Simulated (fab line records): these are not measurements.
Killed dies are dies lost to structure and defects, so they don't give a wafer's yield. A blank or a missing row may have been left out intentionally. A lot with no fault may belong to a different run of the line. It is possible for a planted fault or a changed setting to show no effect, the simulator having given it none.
fab line records + flow rit-cmos
[record]
- lots = 6
- wafers = 14
- last-day = 7
route steps=202 shown PSD@150 SDANNEAL@153 NSD@158 PLDD@159 NLDD@160 SILICIDE@161 M1@202
lots that met no fault: from a run of the same line without faults
start-h: hours from the record's first day to the start of the lot's first wafer shown + wait-h: hours since the lot's step before + " same as the row above + L1.1+2: a row that stands for several wafers + - no value, or no start given + * or withheld: withheld + < > ~ a bound
route shown NAME@n: a module of which the file shows steps, and the number in the route of the first + usual: mean/standard deviation taken from wafers without a fault + same: alike in all rows + chamber/n: place in a boat + sites: per-site readings + _std_site: standard deviation of those values + _edge_site: outer sites' mean less inner sites' + radius-mm: for every site, how far away it sits from the centre of the wafer + mask NAME#n: copy n + behind: the most recent tool/chamber to have shaped the wafer + hold: cause of the lot's hold/its duration in hours/its outcome + device: which transistor (n, p or np) failed to switch + end of line: the route-end tests of the same wafers + for a step that has no rows: nothing shown but its recipe + killed: dies that structure and defects cost at the first sort, which is not the same as the wafer's yield + map: the dies of a wafer, with x for killed, . for not killed, _ for no die there
set.NAME: the setting that was run; set.NAME@STEP: the one run at that earlier step + model.NAME: the simulator's own value behind a step, which no gauge read
lots seen at some steps along the route; tables by step, rows by wafer
services: the hour from which a tool's chamber was out of use, counted from the record's first day as start-h (under 0 if before that day), plus the number of hours and why
[[steps]]
[step RIT_PSD_IMPLANT_08]
[recipe]
- species = BF2
- energy-kev = 27
- dose-cm2 = 5e+15
- tilt-deg = 7
[step RIT_PSD_STRIP_09]
[recipe]
- chemistry = O2
- time-s = 180
- resist = NOVOLAK
- platen-temp-c = withheld
- power-w = 500
- pressure-mtorr = 4000
- o2-flow-sccm = 4000
[usual]
- drypump-motor-current-A = 5.4/0.52
| lot.wafer | tool            | chamber | start-h | wait-h | drypump-motor-current-A | rf-hours-counter-h |
|-----------|-----------------|---------|---------|--------|-------------------------|--------------------|
| L405.3    | plasma-asher-03 | 1       | 53.23   | 0.1    | 5.8                     | -                  |
| L405.5    | "               | 0       | "       | "      | 6.4                     | -                  |
| L405.6    | "               | 1       | "       | "      | 5.8                     | -                  |
| L411.4    | plasma-asher-04 | 0       | 82.92   | 0.1    | 5.4                     | -                  |
| L413.1    | plasma-asher-04 | 1       | 95.45   | 0.1    | 5.9                     | 43                 |
| L418.1    | plasma-asher-04 | 0       | 120.01  | 0.1    | 5.4                     | 46                 |
| L418.4    | "               | 1       | "       | "      | 5.9                     | -                  |
| L418.6    | "               | 0       | "       | "      | 5.4                     | -                  |
| L420.2    | plasma-asher-04 | 1       | 129.61  | 0.1    | 5.9                     | 47                 |
| L420.3    | "               | 0       | "       | "      | 5.4                     | -                  |
| L420.6    | "               | 1       | "       | "      | 5.9                     | -                  |
| L426.3    | plasma-asher-01 | 1       | 158.08  | 0.1    | 5.0                     | -                  |
| L426.4    | "               | 0       | "       | "      | 4.9                     | -                  |
| L426.6    | "               | 1       | "       | "      | 5.0                     | -                  |
[step RIT_PSD_TW_MEAS_10]
[usual]
- PSD_TW = 3433/17
| lot.wafer | tool          | chamber | start-h | wait-h | PSD_TW |
|-----------|---------------|---------|---------|--------|--------|
| L405.3    | film-metro-03 | -       | 53.37   | 0.1    | 3451   |
| L405.5    | "             | -       | "       | "      | 3435   |
| L405.6    | "             | -       | "       | "      | 3446   |
| L411.4    | film-metro-03 | -       | 83.07   | 0.1    | 3444   |
| L413.1    | film-metro-02 | -       | 95.63   | 0.1    | 3443   |
| L418.1    | film-metro-02 | -       | 120.19  | 0.1    | 3434   |
| L418.4    | "             | -       | "       | "      | 3426   |
| L418.6    | "             | -       | "       | "      | 3422   |
| L420.2    | film-metro-01 | -       | 129.80  | 0.1    | 3409   |
| L420.3    | "             | -       | "       | "      | 3443   |
| L420.6    | "             | -       | "       | "      | 3431   |
| L426.3    | film-metro-02 | -       | 158.21  | 0.1    | 3419   |
| L426.4    | "             | -       | "       | "      | 3426   |
| L426.6    | "             | -       | "       | "      | 3404   |
[step RIT_SDANNEAL_CLEAN_00]
[recipe]
- chemistry = SC1
- mix = 3:3:50
- time-s = 600
- temp-c = 75
[step RIT_SDANNEAL_CLEAN_01]
[recipe]
- chemistry = dHF
- dilution = 50:1
- time-s = 30
[step RIT_SDANNEAL_CLEAN_02]
[recipe]
- chemistry = SC2
- mix = 3:3:50
- time-s = 600
- temp-c = 75
- dry = n2-spin
[step RIT_SDANNEAL_RTA_03]
[recipe]
- temp-c = 1050
- time-s = 5
- idle-temp-c = 600
- ramp-up-c-per-s = 342
- ramp-down-c-per-s = 171
- cool-to-c = 600
- ambient = N2
[usual]
- wafer_temp_C_max = 1053.6/1.2
| lot.wafer | tool          | chamber | start-h | wait-h | wafer_temp_C_max |
|-----------|---------------|---------|---------|--------|------------------|
| L405.3    | rtp-anneal-01 | 0       | 53.81   | 0.0    | 1053.9           |
| L405.5    | "             | 0       | "       | "      | 1053.6           |
| L405.6    | "             | 0       | "       | "      | 1054.1           |
| L411.4    | rtp-anneal-01 | 0       | 83.49   | 0.0    | 1053.6           |
| L413.1    | rtp-anneal-01 | 0       | 96.07   | 0.0    | 1052.6           |
| L418.1    | rtp-anneal-02 | 0       | 120.65  | 0.0    | 1053.0           |
| L418.4    | "             | 0       | "       | "      | 1055.8           |
| L418.6    | "             | 0       | "       | "      | 1055.9           |
| L420.2    | rtp-anneal-02 | 0       | 130.22  | 0.0    | 1052.8           |
| L420.3    | "             | 0       | "       | "      | 1053.5           |
| L420.6    | "             | 0       | "       | "      | 1052.6           |
| L426.3    | rtp-anneal-02 | 0       | 158.66  | 0.0    | 1053.2           |
| L426.4    | "             | 0       | "       | "      | 1053.3           |
| L426.6    | "             | 0       | "       | "      | 1053.9           |
[step RIT_SDANNEAL_RS_MEAS_04]
[recipe]
- thk-meas-gauge = four-point-probe
[usual]
- PSD_RS = 116.1/0.33
| lot.wafer | tool          | chamber | start-h | wait-h | PSD_RS[ohm/sq] |
|-----------|---------------|---------|---------|--------|----------------|
| L405.3    | film-metro-01 | -       | 53.89   | 0.1    | 115.9          |
| L405.5    | "             | -       | "       | "      | 116.0          |
| L405.6    | "             | -       | "       | "      | 116.7          |
| L411.4    | film-metro-03 | -       | 83.58   | 0.1    | 116.5          |
| L413.1    | film-metro-03 | -       | 96.13   | 0.0    | 116.3          |
| L418.1    | film-metro-01 | -       | 120.71  | 0.0    | 115.5          |
| L418.4    | "             | -       | "       | "      | 115.8          |
| L418.6    | "             | -       | "       | "      | 115.8          |
| L420.2    | film-metro-02 | -       | 130.29  | 0.1    | 115.9          |
| L420.3    | "             | -       | "       | "      | 116.0          |
| L420.6    | "             | -       | "       | "      | 115.8          |
| L426.3    | film-metro-02 | -       | 158.73  | 0.1    | 115.8          |
| L426.4    | "             | -       | "       | "      | 115.6          |
| L426.6    | "             | -       | "       | "      | 115.5          |
[step RIT_SDANNEAL_RS_MEAS_05]
[recipe]
- thk-meas-gauge = four-point-probe
[usual]
- NSD_RS = 84.6/0.31
| lot.wafer | tool          | chamber | start-h | wait-h | NSD_RS[ohm/sq] |
|-----------|---------------|---------|---------|--------|----------------|
| L405.3    | film-metro-01 | -       | 54.01   | 0.1    | 84.1           |
| L405.5    | "             | -       | "       | "      | 84.1           |
| L405.6    | "             | -       | "       | "      | 84.1           |
| L411.4    | film-metro-03 | -       | 83.70   | 0.1    | 84.9           |
| L413.1    | film-metro-03 | -       | 96.25   | 0.1    | 84.5           |
| L418.1    | film-metro-01 | -       | 120.83  | 0.1    | 84.6           |
| L418.4    | "             | -       | "       | "      | 84.8           |
| L418.6    | "             | -       | "       | "      | 85.1           |
| L420.2    | film-metro-02 | -       | 130.41  | 0.1    | 84.7           |
| L420.3    | "             | -       | "       | "      | 84.8           |
| L420.6    | "             | -       | "       | "      | 84.9           |
| L426.3    | film-metro-02 | -       | 158.85  | 0.1    | 85.0           |
| L426.4    | "             | -       | "       | "      | 84.7           |
| L426.6    | "             | -       | "       | "      | 84.7           |
[step RIT_SDANNEAL_RS_MEAS_06]
[recipe]
- thk-meas-gauge = four-point-probe
[usual]
- PLDD_RS = 178.9/0.41
| lot.wafer | tool          | chamber | start-h | wait-h | PLDD_RS[ohm/sq] |
|-----------|---------------|---------|---------|--------|-----------------|
| L405.3    | film-metro-01 | -       | 54.13   | 0.1    | 178.8           |
| L405.5    | "             | -       | "       | "      | 179.0           |
| L405.6    | "             | -       | "       | "      | 179.6           |
| L411.4    | film-metro-03 | -       | 83.82   | 0.1    | 179.0           |
| L413.1    | film-metro-03 | -       | 96.37   | 0.1    | 179.0           |
| L418.1    | film-metro-01 | -       | 120.95  | 0.1    | 178.1           |
| L418.4    | "             | -       | "       | "      | 177.7           |
| L418.6    | "             | -       | "       | "      | 178.6           |
| L420.2    | film-metro-02 | -       | 130.53  | 0.1    | 178.1           |
| L420.3    | "             | -       | "       | "      | 178.4           |
| L420.6    | "             | -       | "       | "      | 178.4           |
| L426.3    | film-metro-02 | -       | 158.97  | 0.1    | 179.8           |
| L426.4    | "             | -       | "       | "      | 179.1           |
| L426.6    | "             | -       | "       | "      | 179.4           |
[step RIT_SDANNEAL_RS_MEAS_07]
[recipe]
- thk-meas-gauge = four-point-probe
[usual]
- NLDD_RS = 151.9/0.49
| lot.wafer | tool          | chamber | start-h | wait-h | NLDD_RS[ohm/sq] |
|-----------|---------------|---------|---------|--------|-----------------|
| L405.3    | film-metro-01 | -       | 54.25   | 0.1    | 151.1           |
| L405.5    | "             | -       | "       | "      | 151.8           |
| L405.6    | "             | -       | "       | "      | 150.8           |
| L411.4    | film-metro-03 | -       | 83.94   | 0.1    | 151.6           |
| L413.1    | film-metro-03 | -       | 96.49   | 0.1    | 151.7           |
| L418.1    | film-metro-01 | -       | 121.07  | 0.1    | 151.9           |
| L418.4    | "             | -       | "       | "      | 152.2           |
| L418.6    | "             | -       | "       | "      | 152.2           |
| L420.2    | film-metro-02 | -       | 130.65  | 0.1    | 152.3           |
| L420.3    | "             | -       | "       | "      | 151.7           |
| L420.6    | "             | -       | "       | "      | 151.9           |
| L426.3    | film-metro-02 | -       | 159.09  | 0.1    | 151.8           |
| L426.4    | "             | -       | "       | "      | 151.6           |
| L426.6    | "             | -       | "       | "      | 152.3           |
[step RIT_SILICIDE_WET_ETCH_00]
[recipe]
- chemistry = BOE
- target = SiO2
- target-depth-nm = 14
- time-s = 15
- dry = n2-spin
- dilution = 10:1
- temp-c = 21.5
[step RIT_SILICIDE_SPUTTER_01]
[recipe]
- material = Ti
- target-thk-nm = 30
- power-w = 350
- chamber-pressure-pa = 0.667
- gas = Ar
- time-s = 228.7
- substrate-temp-c = 25
[usual]
- throttle-valve-pct = 29.8/0.9
| lot.wafer | tool           | chamber | start-h | wait-h | throttle-valve-pct | model.Ti_of_SILICIDE_SPUTTER_01.thk-nm |
|-----------|----------------|---------|---------|--------|--------------------|----------------------------------------|
| L405.3    | pvd-sputter-04 | -       | 54.34   | 0.0    | 30.1               | 28.13                                  |
| L405.5    | "              | -       | "       | "      | 30.0               | 28.15                                  |
| L405.6    | "              | -       | "       | "      | 31.5               | 28.48                                  |
| L411.4    | pvd-sputter-04 | -       | 84.01   | 0.0    | 31.4               | 35.08                                  |
| L413.1    | pvd-sputter-04 | -       | 96.62   | 0.0    | 31.4               | 35.18                                  |
| L418.1    | pvd-sputter-02 | -       | 121.20  | 0.0    | 29.6               | 29.01                                  |
| L418.4    | "              | -       | "       | "      | 30.4               | 29.05                                  |
| L418.6    | "              | -       | "       | "      | 30.1               | 28.73                                  |
| L420.2    | pvd-sputter-03 | -       | 130.76  | 0.0    | 28.6               | 28.63                                  |
| L420.3    | "              | -       | "       | "      | 29.7               | 28.68                                  |
| L420.6    | "              | -       | "       | "      | 27.8               | 28.76                                  |
| L426.3    | pvd-sputter-02 | -       | 159.19  | 0.0    | 30.3               | 28.6                                   |
| L426.4    | "              | -       | "       | "      | 29.9               | 28.33                                  |
| L426.6    | "              | -       | "       | "      | 30.3               | 28.33                                  |
[step RIT_SILICIDE_RS_MEAS_02]
[recipe]
- thk-meas-gauge = four-point-probe
- reads = Ti_of_SILICIDE_SPUTTER_01
[usual]
- SILICIDE_TI_RS = 50.9/0.7
| lot.wafer | tool          | chamber | start-h | wait-h | SILICIDE_TI_RS[ohm/sq] |
|-----------|---------------|---------|---------|--------|------------------------|
| L405.3    | film-metro-04 | -       | 54.53   | 0.1    | 51.9                   |
| L405.5    | "             | -       | "       | "      | 51.8                   |
| L405.6    | "             | -       | "       | "      | 51.1                   |
| L411.4    | film-metro-01 | -       | 84.22   | 0.1    | 39.4                   |
| L413.1    | film-metro-01 | -       | 96.77   | 0.1    | 39.3                   |
| L418.1    | film-metro-03 | -       | 121.35  | 0.1    | 50.0                   |
| L418.4    | "             | -       | "       | "      | 49.9                   |
| L418.6    | "             | -       | "       | "      | 50.5                   |
| L420.2    | film-metro-01 | -       | 130.93  | 0.1    | 50.9                   |
| L420.3    | "             | -       | "       | "      | 50.8                   |
| L420.6    | "             | -       | "       | "      | 50.5                   |
| L426.3    | film-metro-04 | -       | 159.38  | 0.1    | 50.8                   |
| L426.4    | "             | -       | "       | "      | 51.5                   |
| L426.6    | "             | -       | "       | "      | 51.4                   |
[step RIT_SILICIDE_THK_MEAS_03]
[recipe]
- thk-meas-gauge = xrf
- reads = Ti_of_SILICIDE_SPUTTER_01
[usual]
- SILICIDE_TI_THK = 28.9/0.37
| lot.wafer | tool          | chamber | start-h | wait-h | SILICIDE_TI_THK[nm] |
|-----------|---------------|---------|---------|--------|---------------------|
| L405.3    | film-metro-04 | -       | 54.63   | 0.1    | 28.3                |
| L405.5    | "             | -       | "       | "      | 28.5                |
| L405.6    | "             | -       | "       | "      | 28.8                |
| L411.4    | film-metro-01 | -       | 84.31   | 0.1    | 35.6                |
| L413.1    | film-metro-01 | -       | 96.89   | 0.1    | 35.5                |
| L418.1    | film-metro-03 | -       | 121.47  | 0.1    | 29.5                |
| L418.4    | "             | -       | "       | "      | 29.5                |
| L418.6    | "             | -       | "       | "      | 29.0                |
| L420.2    | film-metro-01 | -       | 131.04  | 0.1    | 28.9                |
| L420.3    | "             | -       | "       | "      | 29.0                |
| L420.6    | "             | -       | "       | "      | 29.0                |
| L426.3    | film-metro-04 | -       | 159.48  | 0.1    | 28.8                |
| L426.4    | "             | -       | "       | "      | 28.6                |
| L426.6    | "             | -       | "       | "      | 28.5                |
[step RIT_SILICIDE_RTA_04]
[recipe]
- temp-c = 650
- time-s = 10
- idle-temp-c = 25
- ramp-up-s = 5
- ramp-down-s = 5
- cool-to-c = 25
- ambient = N2
[usual]
- wafer_temp_C_max = 653.3/0.71
| lot.wafer | tool          | chamber | start-h | wait-h | wafer_temp_C_max |
|-----------|---------------|---------|---------|--------|------------------|
| L405.3    | rtp-anneal-02 | 0       | 54.70   | 0.1    | 653.4            |
| L405.5    | "             | 0       | "       | "      | 653.1            |
| L405.6    | "             | 0       | "       | "      | 654.2            |
| L411.4    | rtp-anneal-02 | 0       | 84.38   | 0.1    | 655.6            |
| L413.1    | rtp-anneal-02 | 0       | 96.95   | 0.1    | 652.7            |
| L418.1    | rtp-anneal-01 | 0       | 121.53  | 0.1    | 653.1            |
| L418.4    | "             | 0       | "       | "      | 652.7            |
| L418.6    | "             | 0       | "       | "      | 652.4            |
| L420.2    | rtp-anneal-01 | 0       | 131.10  | 0.1    | 652.7            |
| L420.3    | "             | 0       | "       | "      | 653.3            |
| L420.6    | "             | 0       | "       | "      | 653.3            |
| L426.3    | rtp-anneal-01 | 0       | 159.54  | 0.1    | 653.4            |
| L426.4    | "             | 0       | "       | "      | 652.8            |
| L426.6    | "             | 0       | "       | "      | 652.6            |
[step RIT_M1_PROBE_99]
[usual]
- defect-limited-yield = 97.3/1.3
- killed-at-front-end = 7/3.4
- killed-dies = 7/3.4
- killed-open = 3.4/2
- killed-short = 3.6/2.1
- sort_bin_3_pad_short = 0.2/0.3
- sort_bin_5_function = 1.5/0.83
- sort_bin_6_memory = 1.0/0.7
- sort-n-pass = 257/3.4
- sort-yield-pct = 97.3/1.3
[same]
- gross-dies = 264
- killed_at_M0_to_M3 = 0
- killed_at_M4_up = 0
- killed-at-back-side = 0
- killed-at-contacts = 0
- killed-at-other = 0
| lot.wafer | tool      | chamber | start-h | wait-h | defect-limited-yield[%] | killed-at-front-end | killed-dies | killed-open | killed-short | sort_bin_3_pad_short[%] | sort_bin_5_function[%] | sort_bin_6_memory[%] | sort-n-pass | sort-yield-pct[%] |
|-----------|-----------|---------|---------|--------|-------------------------|---------------------|-------------|-------------|--------------|-------------------------|------------------------|----------------------|-------------|-------------------|
| L405.3    | prober-01 | -       | 61.38   | 0.2    | 98.1                    | 5                   | 5           | 4           | 1            | 0                       | 1.1                    | 0.8                  | 259         | 98.1              |
| L405.5    | prober-01 | -       | 61.48   | 0.2    | 96.2                    | 10                  | 10          | 4           | 6            | 0.8                     | 1.5                    | 1.5                  | 254         | 96.2              |
| L405.6    | prober-01 | -       | 61.53   | 0.2    | 98.9                    | 3                   | 3           | 1           | 2            | 0                       | 0.4                    | 0.8                  | 261         | 98.9              |
| L418.1    | prober-02 | -       | 128.26  | 0.1    | 95.8                    | 11                  | 11          | 4           | 7            | 0.4                     | 1.9                    | 1.9                  | 253         | 95.8              |
| L418.4    | prober-02 | -       | 128.41  | 0.2    | 96.2                    | 10                  | 10          | 3           | 7            | 0                       | 2.3                    | 1.5                  | 254         | 96.2              |
| L418.6    | prober-02 | -       | 128.51  | 0.2    | 97.7                    | 6                   | 6           | 1           | 5            | 0                       | 1.1                    | 1.1                  | 258         | 97.7              |
| L420.2    | prober-02 | -       | 137.74  | 0.1    | 97.7                    | 6                   | 6           | 2           | 4            | 0                       | 1.1                    | 1.1                  | 258         | 97.7              |
| L420.3    | prober-02 | -       | 137.79  | 0.2    | 98.5                    | 4                   | 4           | 3           | 1            | 0                       | 1.5                    | 0                    | 260         | 98.5              |
| L420.6    | prober-02 | -       | 137.94  | 0.2    | 95.1                    | 13                  | 13          | 6           | 7            | 0.8                     | 2.3                    | 1.9                  | 251         | 95.1              |
| L426.3    | prober-01 | -       | 166.62  | 0.2    | 96.6                    | 9                   | 9           | 6           | 3            | 0                       | 1.1                    | 2.3                  | 255         | 96.6              |
| L426.4    | prober-01 | -       | 166.67  | 0.2    | 97.7                    | 6                   | 6           | 2           | 4            | 0                       | 0.4                    | 1.9                  | 258         | 97.7              |
| L426.6    | prober-01 | -       | 166.77  | 0.2    | 97.0                    | 8                   | 8           | 2           | 6            | 0.4                     | 1.5                    | 1.1                  | 256         | 97.0              |
// killed by level:class
L405.3 GATE:geometric-particle:open=2 FOX2:geometric-particle:open=1 GATE:geometric-particle:short=1 REOX:geometric-particle:open=1
L405.5 GATE:geometric-particle:short=2 FOX1:geometric-particle:short=1 FOX2:geometric-particle:open=1 FOX2:geometric-particle:short=1 REOX:geometric-particle:open=1 SPACER:geometric-particle:short=1 SPACER:geometric-particle:open=1 SILICIDE:geometric-particle:short=1
L405.6 FOX1:geometric-particle:short=1 GATE:geometric-particle:short=1 SPACER:geometric-particle:open=1
L418.1 GATE:geometric-particle:short=5 GATE:geometric-particle:open=2 FOX1:geometric-particle:short=1 FOX2:geometric-particle:open=1 FOX2:geometric-particle:short=1 SPACER:geometric-particle:open=1
L418.4 GATE:geometric-particle:short=3 FOX1:geometric-particle:short=2 GATE:geometric-particle:open=1 REOX:geometric-particle:open=1 SPACER:geometric-particle:open=1 SPACER:geometric-particle:short=1 SILICIDE:geometric-particle:short=1
L418.6 GATE:geometric-particle:short=2 FOX1:geometric-particle:short=1 FOX2:geometric-particle:short=1 SPACER:geometric-particle:open=1 SILICIDE:geometric-particle:short=1
L420.2 GATE:geometric-particle:short=2 SPACER:geometric-particle:short=2 FOX2:geometric-particle:open=1 GATE:geometric-particle:open=1
L420.3 FOX1:geometric-particle:open=1 GATE:geometric-particle:open=1 REOX:geometric-particle:open=1 SILICIDE:geometric-particle:short=1
L420.6 FOX1:geometric-particle:short=4 GATE:geometric-particle:open=3 GATE:geometric-particle:short=2 FOX1:geometric-particle:open=1 REOX:geometric-particle:open=1 SPACER:geometric-particle:short=1 SPACER:geometric-particle:open=1
L426.3 GATE:geometric-particle:open=3 FOX1:geometric-particle:short=1 GATE:geometric-particle:short=1 REOX:geometric-particle:open=1 REOX:geometric-particle:short=1 SPACER:geometric-particle:open=1 SILICIDE:geometric-particle:open=1
L426.4 GATE:geometric-particle:short=4 FOX1:geometric-particle:open=1 GATE:geometric-particle:open=1
L426.6 GATE:geometric-particle:open=2 GATE:geometric-particle:short=2 SPACER:geometric-particle:short=2 FOX1:geometric-particle:short=1 REOX:geometric-particle:short=1
[[services]]
| tool            | chamber | start-h | hours | kind       |
|-----------------|---------|---------|-------|------------|
| plasma-asher-01 | -       | 40.16   | 3.9   | repair     |
| plasma-asher-04 | -       | 46.52   | 3.4   | repair     |
| pvd-sputter-02  | -       | 49.62   | 2.4   | repair     |
| plasma-asher-04 | -       | 59.29   | 5.9   | repair     |
| plasma-asher-04 | -       | 68.83   | 0.6   | repair     |
| plasma-asher-03 | -       | 101.48  | 7.2   | repair     |
| pvd-sputter-03  | -       | 102.54  | 0.7   | repair     |
| plasma-asher-01 | -       | 108.75  | 9.0   | pm         |
| plasma-asher-01 | 0       | 108.75  | 9.0   | vent-cycle |
| plasma-asher-01 | 1       | 108.75  | 9.0   | vent-cycle |
| plasma-asher-01 | 0       | 117.75  | -     | clean      |
| plasma-asher-01 | 1       | 117.75  | -     | clean      |
| pvd-sputter-03  | -       | 140.36  | 4.1   | repair     |
[[key]]
[first-sign]
- step = RIT_SILICIDE_RS_MEAS_02
- reading = SILICIDE_TI_RS
- direction = down
- sigmas = 17
- usual = 50.9
- struck = 39.4
[effect]
- step = RIT_SILICIDE_THK_MEAS_03
- reading = SILICIDE_TI_THK
- direction = up
- sigmas = 18
- usual = 28.9
- struck = 35.6
[model-effect]
- step = RIT_SILICIDE_SPUTTER_01
- value = Ti_of_SILICIDE_SPUTTER_01.thk-nm
- without = 28.33
- struck = 35.13
met-at RIT_SILICIDE_SPUTTER_01
struck-wafers L411.4,L413.1
rows-end L411.4,L413.1
onset-between 54.34 84.01
also-fits RIT_SDANNEAL_RTA_03:rtp-anneal-01
[fault]
- kind = process-parameter-drift
- tool = pvd-sputter-04
- chamber = -
- onset-h = 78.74
- steps = RIT_SILICIDE_SPUTTER_01
- channel = target-thk-nm
- offset = 7.133
- shape = step
- end-h = 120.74
- stated = 30
- scope = struck-wafers-only
// rows-end: these wafers met a further fault down the route, and their rows from its step on are left out
